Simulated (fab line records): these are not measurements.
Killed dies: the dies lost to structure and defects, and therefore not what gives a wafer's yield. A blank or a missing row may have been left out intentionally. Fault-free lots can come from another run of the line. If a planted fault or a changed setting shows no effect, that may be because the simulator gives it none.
Which tool was responsible? / flow berkeleyCmos170 / 6 lots with 18 wafers sampled at 3 steps, on a route of 331 steps

== WHAT THE GAUGES READ, wafer by wafer ==
UCB170_PWELL_THK_MEAS_06.
lot=L649; measured=day 3 12:56; on=filmMetro-04; PWELL_NITRIDE_THK (nm)=218.8 222.0 221.8
lot=L654; measured=day 4 14:08; on=filmMetro-04; PWELL_NITRIDE_THK (nm)=221.3 222.1 221.8
lot=L655; measured=day 4 14:11; on=filmMetro-03; PWELL_NITRIDE_THK (nm)=219.3 221.4 219.0
lot=L657; measured=day 4 23:17; on=filmMetro-04; PWELL_NITRIDE_THK (nm)=219.2 217.3 217.7
lot=L660; measured=day 5 18:44; on=filmMetro-01; PWELL_NITRIDE_THK (nm)=215.9 217.9 217.4
lot=L665; measured=day 7 02:02; on=filmMetro-04; PWELL_NITRIDE_THK (nm)=223.4 222.7 220.7

== EACH LOT AND THE TOOL THAT RAN IT (in order: tool; ch and the chambers of the sampled wafers; start) ==
lot=L649; UCB170_ZERO_ETCH_06=rieDiel-02 ch 1,2,3, day 2 07:26; UCB170_NWELL_ETCH_13=rieDiel-01 ch 0,2,3, day 2 19:03
lot=L654; UCB170_ZERO_ETCH_06=rieDiel-03 ch 0,2,3, day 3 08:20; UCB170_NWELL_ETCH_13=rieDiel-04 ch 0,2,3, day 3 18:53
lot=L655; UCB170_ZERO_ETCH_06=rieDiel-03 ch 0,2,3, day 3 14:08; UCB170_NWELL_ETCH_13=rieDiel-01 ch 0,2,3, day 3 23:24
lot=L657; UCB170_ZERO_ETCH_06=rieDiel-02 ch 1,2, day 3 21:53; UCB170_NWELL_ETCH_13=rieDiel-01 ch 0,1, day 4 09:36
lot=L660; UCB170_ZERO_ETCH_06=rieDiel-04 ch 0,1,3, day 4 15:22; UCB170_NWELL_ETCH_13=rieDiel-01 ch 0,2, day 5 02:44
lot=L665; UCB170_ZERO_ETCH_06=rieDiel-04 ch 0,1,2, day 5 14:40; UCB170_NWELL_ETCH_13=rieDiel-04 ch 0,1,3, day 6 04:45
- UCB170_ZERO_ETCH_06: etches SiO2 in CHF3/CF4/Ar, time 12 s.
- UCB170_NWELL_ETCH_13: etches Si3N4 in CH3F/Ar/O2, stops on SiO2, target depth 246.4 nm, time 154 s.

== THE ANSWER, worked out from the rows above alone ==
Rule: the lots themselves supply what counts as usual. The widest of any qualifying gaps counts: lots, ordered by their means at a reading, are off when they make up no more than a third of the lots, leave a main group of 4 or more, and stand apart from it by 3 or more times the standard deviation of that group's means. A main group is skipped when, at the precision printed for the reading in the tables above, its means are all equal. Also off: a lot with no number at a reading for which 4 or more lots have one. Any other lot the step has rows for is counted as sound.
None of the lots is off at any reading shown; this tells nothing.

== WHAT HAD BEEN PUT IN BY THE SIMULATOR ==
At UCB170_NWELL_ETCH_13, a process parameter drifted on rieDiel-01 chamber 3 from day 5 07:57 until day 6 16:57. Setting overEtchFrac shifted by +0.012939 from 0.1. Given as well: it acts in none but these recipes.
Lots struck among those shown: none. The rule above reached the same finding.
